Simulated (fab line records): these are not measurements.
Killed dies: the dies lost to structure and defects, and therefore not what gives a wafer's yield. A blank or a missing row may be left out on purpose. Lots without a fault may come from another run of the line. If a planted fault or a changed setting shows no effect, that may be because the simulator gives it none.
A struck lot beside a sound one	flow rit cmos	18 out of 202 route steps
Sound: these wafers, L972.1, L972.4, L972.5. Wafers struck: L978.3, L978.4, L978.6. At the end, the cause is stated.
For every step that has rows: the tool of each side, followed by ch and its chambers, followed by its first start. Under that, the readings that differ: sound wafers	struck wafers	difference of the means	sigmas: that difference in standard deviations of wafers without a fault.
alike: a reading whose means differ by less than 2 such deviations, as well as words and numbers matching on both sides. not compared: withheld readings; readings where some wafer has no value; bounds like >300 that might hide an equal value; numbers whose values overlap and for which the record gives no deviation.
The two part at a step that has a row with sigmas, a row that says differs or no value, or rows on one side only. Numbers that have no deviation but don't overlap get no sigmas and don't part them. A reading that every wafer of one side lacks parts them only if that side has two wafers or more.

first, 1 step without rows for these wafers: RIT_GATE_HARDBAKE_18 (time 60 s).
RIT_GATE_ETCH_19: etches poly-Si in SF6/CHF3/O2, stops on SiO2, time 165 s, target depth 312.5 nm.
  sound on rie si-02 ch 2,3, day 3 18:16; struck on rie si-02 ch 0,3, day 5 00:16
  alike: CHF3_flow_sccm, drypump motor current A, oes product au, throttle valve pct
  not compared: rf hours counter h
RIT_GATE_STRIP_20: strips in O2, time 180 s.
  sound on plasma asher-01 ch 0,1, day 3 18:23; struck on plasma asher-02 ch 0,1, day 5 00:26
  alike: drypump motor current A
  not compared: rf hours counter h
RIT_GATE_CD_MEAS_90 targets a cd of 150 nm.
  sound on cd sem-02, day 3 18:33; struck on cd sem-01, day 5 00:35
  alike: cd nm
then, 4 steps without rows for these wafers: RIT_REOX_CLEAN_00 (cleans in SC1, time 600 s); RIT_REOX_CLEAN_01 (cleans in dHF, time 30 s); RIT_REOX_CLEAN_02 (cleans in SC2, time 600 s); RIT_REOX_OXIDATION_03 (target thk 25.2 nm, ox time 5580 s).
RIT_REOX_THK_MEAS_04:
  sound on film metro-04, day 3 21:37; struck on film metro-04, day 5 03:49
  alike: REOX_OXIDE_THK
then, 3 steps without rows for these wafers: RIT_NLDD_HMDS_00 (prime time 60 s); RIT_NLDD_COAT_01 (resist thk 1000 nm); RIT_NLDD_SOFTBAKE_02 (time 60 s).
RIT_NLDD_EXPOSE_03: exposes mask M7, target cd 40700 nm.
  sound on iline stepper-01 ch 0, day 3 22:13; struck on iline stepper-02 ch 0, day 5 04:21
reading	sound	struck	difference	sigmas
model.NLDD.overlay x nm (nm)	1.243 1.243 1.243	-180.6 -180.6 -180.6	-181.8	
  alike: mask, stage vel mm s
then, 2 steps without rows for these wafers: RIT_NLDD_PEB_04; RIT_NLDD_DEVELOP_05 (develop time 50 s).
RIT_NLDD_OVL_MEAS_06:
  sound on overlay-02, day 3 22:43; struck on overlay-01, day 5 04:43
reading	sound	struck	difference	sigmas
NLDD_OVL (nm)	0.5 -0.8 -0.6	-181.0 -181.6 -180.9	-180.9	-99 or more
then, 1 step without rows for these wafers: RIT_NLDD_HARDBAKE_07 (time 60 s).
RIT_M1_PROBE_99:
  sound on prober-01, day 4 13:59; struck on prober-01, day 5 20:24
reading	sound	struck	difference	sigmas
model.etest.nldd.width nm (nm)	3198 3192 3183	3117 3092 3095	-90	
  alike: killed at contacts, killed at front end, killed dies, killed open, killed short

== WHERE THEY PART ==
Only at RIT_NLDD_OVL_MEAS_06, as far as this record shows. Later steps at which nothing parts them and some readings are alike: RIT_M1_PROBE_99.

WHY: the cause the simulator had injected
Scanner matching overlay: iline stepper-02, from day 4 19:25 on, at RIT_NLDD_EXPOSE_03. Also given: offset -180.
